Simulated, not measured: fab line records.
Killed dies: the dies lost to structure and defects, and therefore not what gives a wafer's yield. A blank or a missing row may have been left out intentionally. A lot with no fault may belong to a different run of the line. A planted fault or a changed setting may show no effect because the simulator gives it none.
Split-lot study -- flow berkeley_cmos170 -- 23 wafers read from 5 lots, route of 331 steps

== ABOUT THE SPLIT ==
At UCB170_PVT_IMPLANT_07, the setting energy_kev was moved away from the recipe's 30 on 7 of the 23 wafers read, by -2.5% to +1.6%. This setting was run at the recipe's value on the other wafers.

Reading taken at the split's own step.

== THE READING ==
implant.drp_nm (the simulator's own value, which no gauge read), in nm, at UCB170_PVT_IMPLANT_07. There is no usual value for it anywhere in the file.

wafer,"tool, chamber at the split",energy_kev as run,against the recipe,"implant.drp_nm, nm",against lot-mates on the recipe
L075.1,"implanter-02, 0",29.48,-1.7%,16.39,-0.17
L075.2,"implanter-02, 0",29.48,-1.7%,16.39,-0.17
L075.5,"implanter-02, 0",29.48,-1.7%,16.39,-0.17
L075.3,"implanter-02, 0",30,recipe,16.56,-
L075.6,"implanter-02, 0",30,recipe,16.56,-
L074.1,"implanter-02, 0",30,recipe,16.56,-
L074.2,"implanter-02, 0",30,recipe,16.56,-
L074.5,"implanter-02, 0",30,recipe,16.56,-
L074.4,"implanter-02, 0",29.26,-2.5%,16.31,-0.25
L074.6,"implanter-02, 0",29.26,-2.5%,16.31,-0.25
L076.1,"implanter-02, 0",30.48,+1.6%,16.78,+0.22
L076.2,"implanter-02, 0",30.48,+1.6%,16.78,+0.22
L076.3,"implanter-02, 0",30,recipe,16.56,-
L076.4,"implanter-02, 0",30,recipe,16.56,-
L076.5,"implanter-02, 0",30,recipe,16.56,-
L078.1,"implanter-03, 0",30,recipe,16.56,-
L078.2,"implanter-03, 0",30,recipe,16.56,-
L078.4,"implanter-03, 0",30,recipe,16.56,-
L078.5,"implanter-03, 0",30,recipe,16.56,-
L078.6,"implanter-03, 0",30,recipe,16.56,-
L080.4,"implanter-04, 0",30,recipe,16.56,-
L080.5,"implanter-04, 0",30,recipe,16.56,-
L080.6,"implanter-04, 0",30,recipe,16.56,-

FIT RESULTS
A straight line over all 23 wafers: implant.drp_nm changes by +0.109 nm for each +1% of energy_kev; r = +0.99; the points scatter about the line by 0.015 nm.
The same after taking each lot's own level away (the mean of its wafers on the recipe; 23 wafers): +0.109 nm for each +1%; r = +0.99; scatter 0.015 nm.
Per that fit: largest energy_kev move, reading shift of 0.27 nm.
The lots' own levels span 16.560 to 16.560 nm.
Hence the lot-to-lot level has little effect on the slope; both slopes agree.
Check: -0.265 nm against its lot-mates is what the line predicts for one of the wafers moved furthest among these (-2.5%) when that wafer is left out of the fit. Against them it came out at -0.25 nm.

== OTHER SPLITS APPLIED TO THESE WAFERS ==
Other splits were also applied to these wafers ahead of the reading. Each is held against what the fit with the lots' levels taken away leaves over:
other split on the same wafers,wafers away from the commonest value,r with implant.drp_nm (lot level and that fit taken away)
UCB170_ACTIVE_CVD_05 time_s,18,+0.30
UCB170_NVT_IMPLANT_07 dose_cm2,9,-0.14

== THE FILE'S OWN FIT ==
implant.drp_nm changes by +0.109 nm for each +1% of energy_kev, r = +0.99.
